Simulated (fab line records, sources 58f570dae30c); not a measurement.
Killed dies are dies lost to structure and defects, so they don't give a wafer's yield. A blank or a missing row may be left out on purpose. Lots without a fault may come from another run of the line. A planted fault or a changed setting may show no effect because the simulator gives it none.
A sampling plan put to the test | flow berkeley_cmos170 | one fab line, 40 faults that these records tell of, each judged on the records of the lots that it struck
The plan is the line's own looks: the steps of the route at which a gauge or an inspection reads the wafer and doesn't change it. A look can be judged if struck wafers have a number there and the file gives its usual mean and standard deviation on fault-free wafers. Caught: at a look after the fault's first step, the mean of the struck wafers lies 4 or more of those standard deviations (sigma) from the usual mean. On the tool: the same test on the tool's own readings at the fault's steps. Another recipe on the struck wafers, or a record that is blank for them alone, also counts as caught.

THE FAULTS, as the simulator had put them in
1. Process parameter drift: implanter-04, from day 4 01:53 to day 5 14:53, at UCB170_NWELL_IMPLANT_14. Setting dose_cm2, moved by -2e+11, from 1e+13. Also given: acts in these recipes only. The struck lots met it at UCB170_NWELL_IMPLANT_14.
2. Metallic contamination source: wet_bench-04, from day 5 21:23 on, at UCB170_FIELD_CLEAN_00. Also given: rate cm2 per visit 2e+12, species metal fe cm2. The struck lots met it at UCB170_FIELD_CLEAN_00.
3. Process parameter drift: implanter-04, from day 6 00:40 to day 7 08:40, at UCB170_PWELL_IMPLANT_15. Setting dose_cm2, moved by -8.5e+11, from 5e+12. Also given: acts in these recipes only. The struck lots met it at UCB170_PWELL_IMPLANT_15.
4. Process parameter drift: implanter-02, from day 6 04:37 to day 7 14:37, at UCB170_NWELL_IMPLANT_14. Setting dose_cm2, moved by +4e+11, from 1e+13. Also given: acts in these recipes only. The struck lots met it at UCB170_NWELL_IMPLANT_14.
5. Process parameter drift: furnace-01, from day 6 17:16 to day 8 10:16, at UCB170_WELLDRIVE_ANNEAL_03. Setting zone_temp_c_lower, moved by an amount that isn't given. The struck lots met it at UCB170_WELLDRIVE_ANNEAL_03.
6. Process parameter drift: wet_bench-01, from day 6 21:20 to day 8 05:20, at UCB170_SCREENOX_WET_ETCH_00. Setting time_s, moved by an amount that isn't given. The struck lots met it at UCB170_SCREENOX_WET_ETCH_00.
7. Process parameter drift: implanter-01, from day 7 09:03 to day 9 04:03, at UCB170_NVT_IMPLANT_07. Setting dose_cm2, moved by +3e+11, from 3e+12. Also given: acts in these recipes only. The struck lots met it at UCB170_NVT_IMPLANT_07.
8. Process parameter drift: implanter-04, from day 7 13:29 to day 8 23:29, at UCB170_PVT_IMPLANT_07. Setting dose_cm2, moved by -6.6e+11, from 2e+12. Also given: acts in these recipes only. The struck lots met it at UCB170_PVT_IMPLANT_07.
9. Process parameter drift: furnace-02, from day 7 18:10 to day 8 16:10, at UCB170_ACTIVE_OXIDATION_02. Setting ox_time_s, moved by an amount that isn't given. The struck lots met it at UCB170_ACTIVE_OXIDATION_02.
10. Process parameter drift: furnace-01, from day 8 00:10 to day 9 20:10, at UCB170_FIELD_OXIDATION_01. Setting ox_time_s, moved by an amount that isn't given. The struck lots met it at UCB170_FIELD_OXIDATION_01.
11. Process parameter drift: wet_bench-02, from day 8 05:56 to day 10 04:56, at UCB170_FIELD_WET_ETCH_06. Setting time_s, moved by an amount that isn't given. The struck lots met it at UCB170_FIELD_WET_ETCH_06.
12. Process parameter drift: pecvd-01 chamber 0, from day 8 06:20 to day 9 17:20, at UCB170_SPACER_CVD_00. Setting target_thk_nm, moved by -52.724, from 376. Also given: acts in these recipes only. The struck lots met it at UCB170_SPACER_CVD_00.
13. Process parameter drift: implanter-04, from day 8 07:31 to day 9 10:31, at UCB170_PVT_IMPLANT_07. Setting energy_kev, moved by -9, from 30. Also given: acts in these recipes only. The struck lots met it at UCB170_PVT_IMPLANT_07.
14. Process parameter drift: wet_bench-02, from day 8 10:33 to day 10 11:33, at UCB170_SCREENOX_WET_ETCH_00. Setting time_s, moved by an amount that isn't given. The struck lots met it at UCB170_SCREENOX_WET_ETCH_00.
15. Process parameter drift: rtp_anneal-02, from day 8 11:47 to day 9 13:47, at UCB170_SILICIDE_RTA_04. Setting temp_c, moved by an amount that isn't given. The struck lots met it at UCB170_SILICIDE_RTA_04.
16. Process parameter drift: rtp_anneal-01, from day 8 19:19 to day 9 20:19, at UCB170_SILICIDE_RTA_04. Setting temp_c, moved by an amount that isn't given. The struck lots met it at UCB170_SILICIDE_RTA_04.
17. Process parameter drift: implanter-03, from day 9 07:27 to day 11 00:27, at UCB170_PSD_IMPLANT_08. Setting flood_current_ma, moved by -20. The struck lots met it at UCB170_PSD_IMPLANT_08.
18. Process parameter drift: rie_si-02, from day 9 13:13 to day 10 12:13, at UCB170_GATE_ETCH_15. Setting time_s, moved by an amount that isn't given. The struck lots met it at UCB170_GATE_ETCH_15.
19. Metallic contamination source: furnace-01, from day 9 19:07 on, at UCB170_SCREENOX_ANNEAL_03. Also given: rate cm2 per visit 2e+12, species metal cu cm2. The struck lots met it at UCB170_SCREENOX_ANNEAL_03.
20. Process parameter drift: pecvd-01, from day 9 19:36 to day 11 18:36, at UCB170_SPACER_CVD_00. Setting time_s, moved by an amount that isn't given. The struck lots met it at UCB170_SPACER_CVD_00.
21. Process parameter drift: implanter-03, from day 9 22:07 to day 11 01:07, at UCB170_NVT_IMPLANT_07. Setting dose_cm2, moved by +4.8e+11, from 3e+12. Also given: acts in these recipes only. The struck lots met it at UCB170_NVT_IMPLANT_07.
22. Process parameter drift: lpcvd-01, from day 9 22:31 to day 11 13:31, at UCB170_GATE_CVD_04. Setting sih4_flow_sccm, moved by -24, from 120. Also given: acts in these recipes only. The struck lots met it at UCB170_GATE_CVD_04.
23. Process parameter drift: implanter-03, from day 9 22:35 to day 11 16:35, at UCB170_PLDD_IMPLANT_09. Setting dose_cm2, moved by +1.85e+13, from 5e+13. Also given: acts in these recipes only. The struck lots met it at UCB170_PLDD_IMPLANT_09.
24. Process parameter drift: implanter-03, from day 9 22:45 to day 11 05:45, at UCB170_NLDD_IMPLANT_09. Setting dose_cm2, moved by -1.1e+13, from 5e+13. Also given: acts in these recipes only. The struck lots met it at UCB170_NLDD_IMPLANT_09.
25. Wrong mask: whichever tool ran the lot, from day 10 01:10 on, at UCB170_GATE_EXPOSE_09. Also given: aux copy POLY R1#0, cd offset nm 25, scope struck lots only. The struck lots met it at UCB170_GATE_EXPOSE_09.
26. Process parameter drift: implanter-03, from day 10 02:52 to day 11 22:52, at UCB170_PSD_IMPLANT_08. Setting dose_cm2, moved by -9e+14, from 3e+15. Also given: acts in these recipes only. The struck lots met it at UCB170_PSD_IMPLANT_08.
27. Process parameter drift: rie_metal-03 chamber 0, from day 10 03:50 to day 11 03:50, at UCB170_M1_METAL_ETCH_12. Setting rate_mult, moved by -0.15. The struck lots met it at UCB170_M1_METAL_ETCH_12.
28. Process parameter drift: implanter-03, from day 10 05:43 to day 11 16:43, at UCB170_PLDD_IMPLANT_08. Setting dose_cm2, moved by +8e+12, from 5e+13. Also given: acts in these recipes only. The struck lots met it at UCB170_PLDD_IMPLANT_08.
29. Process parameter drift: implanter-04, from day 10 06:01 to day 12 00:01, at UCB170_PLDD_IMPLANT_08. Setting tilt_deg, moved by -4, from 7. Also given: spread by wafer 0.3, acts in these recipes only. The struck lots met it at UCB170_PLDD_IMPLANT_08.
30. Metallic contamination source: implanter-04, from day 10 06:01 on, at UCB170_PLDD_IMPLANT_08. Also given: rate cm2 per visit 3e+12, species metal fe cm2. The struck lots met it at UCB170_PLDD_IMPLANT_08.
31. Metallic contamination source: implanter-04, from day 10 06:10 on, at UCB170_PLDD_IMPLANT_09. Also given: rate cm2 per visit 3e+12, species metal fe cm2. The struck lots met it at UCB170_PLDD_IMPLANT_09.
32. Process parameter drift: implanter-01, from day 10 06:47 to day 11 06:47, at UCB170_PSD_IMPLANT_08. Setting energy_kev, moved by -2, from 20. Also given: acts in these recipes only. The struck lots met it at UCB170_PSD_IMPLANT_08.
33. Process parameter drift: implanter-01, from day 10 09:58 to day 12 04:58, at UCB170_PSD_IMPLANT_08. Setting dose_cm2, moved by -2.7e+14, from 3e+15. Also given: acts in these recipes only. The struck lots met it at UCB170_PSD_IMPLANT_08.
34. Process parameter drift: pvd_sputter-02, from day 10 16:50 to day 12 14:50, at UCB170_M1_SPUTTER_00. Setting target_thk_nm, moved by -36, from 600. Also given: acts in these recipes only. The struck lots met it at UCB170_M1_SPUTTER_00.
35. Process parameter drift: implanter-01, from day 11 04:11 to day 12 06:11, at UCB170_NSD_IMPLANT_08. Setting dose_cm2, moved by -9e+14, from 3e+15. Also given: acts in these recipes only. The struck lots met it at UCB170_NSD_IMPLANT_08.
36. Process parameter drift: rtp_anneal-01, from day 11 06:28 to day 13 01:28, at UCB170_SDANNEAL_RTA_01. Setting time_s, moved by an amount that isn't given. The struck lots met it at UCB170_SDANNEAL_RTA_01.
37. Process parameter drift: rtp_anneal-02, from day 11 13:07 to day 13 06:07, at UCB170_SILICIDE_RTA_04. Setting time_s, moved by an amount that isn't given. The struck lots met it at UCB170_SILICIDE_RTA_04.
38. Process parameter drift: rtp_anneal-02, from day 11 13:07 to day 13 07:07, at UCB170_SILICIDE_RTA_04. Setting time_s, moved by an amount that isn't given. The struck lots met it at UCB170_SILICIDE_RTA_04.
39. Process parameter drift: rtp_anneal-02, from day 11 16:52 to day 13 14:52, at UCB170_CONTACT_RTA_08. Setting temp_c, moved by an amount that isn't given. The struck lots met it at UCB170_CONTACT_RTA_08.
40. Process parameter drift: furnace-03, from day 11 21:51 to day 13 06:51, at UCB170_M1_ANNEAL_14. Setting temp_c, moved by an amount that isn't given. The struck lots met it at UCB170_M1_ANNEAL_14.

WHAT THE PLAN SAW
fault | on the tool itself                    | first look that catches it                      | reading, sigma                                                      | median hours from its first step to that look | hours from the fault's start to the first struck lot there | judged looks passed uncaught
1     | dose_ions_cm2 -17 sigma               | no look after it can be judged                  | -                                                                   | -                                             | -                                                          | 0
2     | no reading that can be judged         | none of the 6 looks that can be judged after it | -                                                                   | -                                             | -                                                          | 6
3     | dose_ions_cm2 -99 or beyond sigma     | UCB170_PWELL_TW_MEAS_17                         | PWELL_TW -5.6                                                       | 0.2                                           | 2                                                          | 0
4     | dose_ions_cm2 +37 sigma               | no look after it can be judged                  | -                                                                   | -                                             | -                                                          | 0
5     | no reading that can be judged         | none of the 6 looks that can be judged after it | -                                                                   | -                                             | -                                                          | 6
6     | run_length_s -38 sigma                | none of the 6 looks that can be judged after it | strongest: FIELD_OXIDE_LEFT_2_THK at UCB170_FIELD_THK_MEAS_91, +2.5 | -                                             | -                                                          | 6
7     | dose_ions_cm2 +83 sigma               | UCB170_NVT_TW_MEAS_09                           | NVT_TW +4.7                                                         | 0.2                                           | 0                                                          | 0
8     | dose_ions_cm2 -99 or beyond sigma     | UCB170_PVT_TW_MEAS_09                           | PVT_TW -14                                                          | 0.2                                           | 0                                                          | 0
9     | under 2 sigma                         | UCB170_ACTIVE_THK_MEAS_03                       | ACTIVE_OXIDE_THK -30                                                | 1.4                                           | 21                                                         | 0
10    | no reading that can be judged         | UCB170_FIELD_THK_MEAS_02                        | FIELD_OXIDE_THK -5.8                                                | 3.1                                           | 12                                                         | 0
11    | only faintly: run_length_s -3.4 sigma | not the one look that can be judged after it    | strongest: FIELD_OXIDE_LEFT_1_THK at UCB170_FIELD_THK_MEAS_90, +2.2 | -                                             | -                                                          | 1
12    | under 2 sigma                         | UCB170_SPACER_THK_MEAS_01                       | SPACER_TEOS_THK -10                                                 | 0.1                                           | 6                                                          | 0
13    | beam_energy_keV -99 or beyond sigma   | UCB170_PVT_TW_MEAS_09                           | PVT_TW -12                                                          | 0.2                                           | 18                                                         | 0
14    | run_length_s -38 sigma                | not the one look that can be judged after it    | strongest: FIELD_OXIDE_LEFT_2_THK at UCB170_FIELD_THK_MEAS_91, +2.7 | -                                             | -                                                          | 1
15    | lamp_power_pct +99 or beyond sigma    | no look after it can be judged                  | -                                                                   | -                                             | -                                                          | 0
16    | lamp_power_pct -5.7 sigma             | no look after it can be judged                  | -                                                                   | -                                             | -                                                          | 0
17    | under 2 sigma                         | none of the 9 looks that can be judged after it | -                                                                   | -                                             | -                                                          | 9
18    | run_length_s -53 sigma                | no look after it can be judged                  | -                                                                   | -                                             | -                                                          | 0
19    | under 2 sigma                         | none of the 7 looks that can be judged after it | -                                                                   | -                                             | -                                                          | 7
20    | run_length_s -4.6 sigma               | none of the 2 looks that can be judged after it | strongest: SPACER_TEOS_THK at UCB170_SPACER_THK_MEAS_01, -2.8       | -                                             | -                                                          | 2
21    | dose_ions_cm2 +99 or beyond sigma     | UCB170_NVT_TW_MEAS_09                           | NVT_TW +6.3                                                         | 0.3                                           | 5                                                          | 0
22    | sih4_flow_sccm -58 sigma              | UCB170_GATE_THK_MEAS_05                         | GATE_POLY_THK -16                                                   | 1.4                                           | 11                                                         | 0
23    | dose_ions_cm2 +99 or beyond sigma     | UCB170_PLDD_TW_MEAS_11                          | PLDD_TW +6.5                                                        | 0.2                                           | 0                                                          | 0
24    | dose_ions_cm2 -99 or beyond sigma     | UCB170_NLDD_TW_MEAS_11                          | NLDD_TW -5.0                                                        | 0.2                                           | 2                                                          | 0
25    | under 2 sigma                         | UCB170_GATE_CD_MEAS_12                          | cd_nm +15                                                           | 0.6                                           | 9                                                          | 0
26    | dose_ions_cm2 -99 or beyond sigma     | UCB170_PSD_TW_MEAS_10                           | PSD_TW -12                                                          | 0.2                                           | 7                                                          | 0
27    | under 2 sigma                         | none of the 3 looks that can be judged after it | strongest: cd_nm at UCB170_M1_CD_MEAS_90, +2.7                      | -                                             | -                                                          | 3
28    | dose_ions_cm2 +99 or beyond sigma     | UCB170_SDANNEAL_RS_MEAS_04                      | PLDD_RS -20                                                         | 17.6                                          | 25                                                         | 1
29    | under 2 sigma                         | none of the 3 looks that can be judged after it | strongest: PLDD_TW at UCB170_PLDD_TW_MEAS_11, -3.0                  | -                                             | -                                                          | 3
30    | under 2 sigma                         | none of the 7 looks that can be judged after it | -                                                                   | -                                             | -                                                          | 7
31    | under 2 sigma                         | none of the 7 looks that can be judged after it | -                                                                   | -                                             | -                                                          | 7
32    | beam_energy_keV -99 or beyond sigma   | UCB170_SDANNEAL_RS_MEAS_02                      | PSD_RS +4.3                                                         | 4.4                                           | 7                                                          | 0
33    | dose_ions_cm2 -84 sigma               | UCB170_SDANNEAL_RS_MEAS_02                      | PSD_RS +17                                                          | 5.6                                           | 5                                                          | 2
34    | under 2 sigma                         | UCB170_M1_RS_MEAS_01                            | M1_AL_RS +6.1                                                       | 0.1                                           | 3                                                          | 0
35    | dose_ions_cm2 -99 or beyond sigma     | UCB170_NSD_TW_MEAS_10                           | NSD_TW -5.2                                                         | 0.2                                           | 1                                                          | 0
36    | under 2 sigma                         | UCB170_SDANNEAL_RS_MEAS_02                      | PSD_RS -58                                                          | 0.1                                           | 0                                                          | 0
37    | under 2 sigma                         | none of the 6 looks that can be judged after it | -                                                                   | -                                             | -                                                          | 6
38    | under 2 sigma                         | none of the 6 looks that can be judged after it | -                                                                   | -                                             | -                                                          | 6
39    | lamp_power_pct +88 sigma              | no look after it can be judged                  | -                                                                   | -                                             | -                                                          | 0
40    | spike_tc_load_C -40 sigma             | no look after it can be judged                  | -                                                                   | -                                             | -                                                          | 0
A dash: the fault isn't caught, or these records don't give the number.

Caught at a look: 19 of 40. Caught on the tool: 23 of 40. By one or the other: 29 of 40.
Caught on the tool alone: faults 1, 4, 6, 14, 15, 16, 18, 20, 39, 40.
Caught at a look alone: faults 9, 10, 12, 25, 34, 36.
Caught by neither: faults 2, 5, 11, 17, 19, 27, 29, 30, 31, 37, 38.

THINNER SAMPLING
If the look that catches a fault measured only every second or every third lot, by lot number, the first struck lot would be measured this late in the worst case:
fault | struck lots at that look, in order of time | every lot | every second lot | every third lot
3     | L760, L767                                 | 2 h       | 24 h             | may miss all 2
7     | L144, L146, L147                           | 0 h       | 38 h             | may miss all 3
8     | L932, L931                                 | 0 h       | 0 h              | may miss all 2
9     | L583, L584                                 | 21 h      | 21 h             | may miss all 2
10    | L823, L820, L824                           | 12 h      | 13 h             | may miss all 3
12    | L715, L716                                 | 6 h       | 31 h             | may miss all 2
13    | L715, L713, L714                           | 18 h      | 19 h             | 19 h
21    | L775, L780                                 | 5 h       | 21 h             | may miss all 2
22    | L804, L805, L806, L801                     | 11 h      | 11 h             | 11 h
23    | L545, L549                                 | 0 h       | may miss all 2   | may miss all 2
24    | L590, L587                                 | 2 h       | 3 h              | may miss all 2
25    | L503                                       | 9 h       | may miss it      | may miss it
26    | L427, L433                                 | 7 h       | may miss all 2   | may miss all 2
28    | L454, L450                                 | 25 h      | may miss all 2   | may miss all 2
32    | L520, L521                                 | 7 h       | 8 h              | may miss all 2
33    | L999, L108                                 | 5 h       | 20 h             | may miss all 2
34    | L915, L916                                 | 3 h       | 6 h              | may miss all 2
35    | L702, L703                                 | 1 h       | 12 h             | may miss all 2
36    | L222, L219                                 | 0 h       | 1 h              | may miss all 2
Hours are from the fault's start to the first struck lot that is measured. The limit of 4 sigma was tested on all struck wafers together, so one lot alone may lie under it. Other struck lots may not be in these records.

THE LONGEST TIMED WAY FROM STEP TO LOOK
Fault 28: a median of 17.6 hours passes between UCB170_PLDD_IMPLANT_08 and UCB170_SDANNEAL_RS_MEAS_04. The look between them that can be judged stayed within 4 sigma: UCB170_PLDD_TW_MEAS_11.
